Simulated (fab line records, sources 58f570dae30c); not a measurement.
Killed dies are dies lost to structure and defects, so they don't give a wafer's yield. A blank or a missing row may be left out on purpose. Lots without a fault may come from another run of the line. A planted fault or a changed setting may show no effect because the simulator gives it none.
A struck lot beside a sound one | flow berkeley_cmos170 | 33 steps out of a route of 331
Sound: wafers L635.3, L635.4, L635.6. Struck: wafers L632.4, L632.5, L632.6. The cause comes at the end.
At each step with rows: each side's tool, then ch and its chambers, then its first start. Under that, the readings that differ: sound wafers | struck wafers | difference of the means | sigmas: that difference in standard deviations of wafers without a fault.
alike: readings whose means differ by less than 2 such deviations, and words and numbers that are the same on both sides. not compared: withheld readings, readings that some wafer has no value for, bounds like >300 that may hide the same value, and numbers for which the record gives no deviation and whose values overlap.
The two part at a step that has a row with sigmas, a row that says differs or no value, or rows on one side only. Numbers that don't overlap but have no deviation are shown without sigmas and don't part them. A reading that every wafer of one side lacks parts them only if that side has two wafers or more.

first, 3 steps without rows for these wafers: UCB170_FIELD_WET_ETCH_04 (etches SiO2 in dHF, time 60 s); UCB170_FIELD_WET_ETCH_05 (etches Si3N4 in H3PO4, time 12600 s); UCB170_FIELD_WET_ETCH_06 (etches SiO2 in BOE, time 22 s).
UCB170_FIELD_THK_MEAS_90:
  sound on film_metro-01, day 9 17:50; struck on film_metro-01, day 8 21:31
  alike: FIELD_OXIDE_LEFT_1_THK
then, 2 steps without rows for these wafers: UCB170_SACOX_CLEAN_00 (cleans in dHF, time 7.5 s); UCB170_SACOX_OXIDATION_01 (target thk 14.4 nm, ox time 2400 s).
UCB170_SACOX_THK_MEAS_02:
  sound on film_metro-01, day 9 21:53; struck on film_metro-01, day 9 03:32
  reading              | sound             | struck            | difference | sigmas
  SACOX_OXIDE_THK (nm) | 14.66 14.60 14.42 | 13.94 13.90 13.91 | -0.64      | -2
then, 2 steps without rows for these wafers: UCB170_SCREENOX_WET_ETCH_00 (etches SiO2 in dHF, time 200 s); UCB170_SCREENOX_OXIDATION_01 (target thk 14.4 nm, ox time 2400 s).
UCB170_SCREENOX_THK_MEAS_02:
  sound on film_metro-03, day 10 02:23; struck on film_metro-01, day 9 06:58
  alike: SCREENOX_OXIDE_THK
then, 2 steps without rows for these wafers: UCB170_SCREENOX_ANNEAL_03 (time 900 s); UCB170_NVT_HMDS_00 (prime time 60 s).
UCB170_NVT_COAT_01: resist thk 900 nm.
  sound on litho_track-01 ch 0, day 10 05:28; struck on litho_track-02, day 9 10:13
  no value came back on the struck wafers for chill_plate_temp_C (C), dispense_pressure_kPa (kPa), spin_speed_rpm (rpm); on the sound wafers chill_plate_temp_C (C) reads 23.06 22.97 23.04
then, 4 steps without rows for these wafers: UCB170_NVT_SOFTBAKE_02 (time 60 s); UCB170_NVT_EXPOSE_03 (exposes mask PWELL, target cd 3000 nm); UCB170_NVT_PEB_04; UCB170_NVT_DEVELOP_05 (develop time 45 s).
UCB170_NVT_OVL_MEAS_06:
  sound on overlay-01, day 10 06:59; struck on overlay-01, day 9 11:22
  reading      | sound  | struck | difference                    | sigmas
  NVT_OVL (nm) | 1 1 -2 | - - -  | no value on the struck wafers |
then, 1 step without rows for these wafers: UCB170_NVT_IMPLANT_07.
UCB170_NVT_STRIP_08: strips in O2.
  sound on plasma_asher-04 ch 0,1, day 10 07:12; struck on plasma_asher-02 ch 0,1, day 9 11:34
  no value came back on the struck wafers for oes_product_au (a.u.), strip_time_to_endpoint_s (s); on the sound wafers oes_product_au (a.u.) reads 0.728 0.729 0.737
  alike: drypump_motor_current_A
  not compared: rf_hours_counter_h
UCB170_NVT_TW_MEAS_09:
  sound on film_metro-04, day 10 07:17; struck on film_metro-04, day 9 11:39
  alike: NVT_TW
then, 7 steps without rows for these wafers: UCB170_NVT_CLEAN_10 (cleans in SPM, time 600 s); UCB170_PVT_HMDS_00 (prime time 60 s); UCB170_PVT_COAT_01 (resist thk 900 nm); UCB170_PVT_SOFTBAKE_02 (time 60 s); UCB170_PVT_EXPOSE_03 (exposes mask NWELL, target cd 3000 nm); UCB170_PVT_PEB_04; UCB170_PVT_DEVELOP_05 (develop time 45 s).
UCB170_PVT_OVL_MEAS_06:
  sound on overlay-02, day 10 11:04; struck on overlay-01, day 9 13:00
  alike: PVT_OVL
then, 1 step without rows for these wafers: UCB170_PVT_IMPLANT_07.
UCB170_PVT_STRIP_08: strips in O2.
  sound on plasma_asher-02 ch 0,1, day 10 11:17; struck on plasma_asher-03 ch 0,1, day 9 13:12
  alike: drypump_motor_current_A, oes_product_au, strip_time_to_endpoint_s
  not compared: rf_hours_counter_h
UCB170_PVT_TW_MEAS_09:
  sound on film_metro-02, day 10 11:22; struck on film_metro-04, day 9 13:17
  reading | sound       | struck      | difference | sigmas
  PVT_TW  | 508 510 508 | 645 644 643 | +135       | +27
then, 1 step without rows for these wafers: UCB170_GATE_WET_ETCH_00 (etches SiO2 in dHF, time 200 s).

WHERE THEY PART
First at UCB170_SACOX_THK_MEAS_02; last, within this record, at UCB170_PVT_TW_MEAS_09.

WHY: what the simulator had put in
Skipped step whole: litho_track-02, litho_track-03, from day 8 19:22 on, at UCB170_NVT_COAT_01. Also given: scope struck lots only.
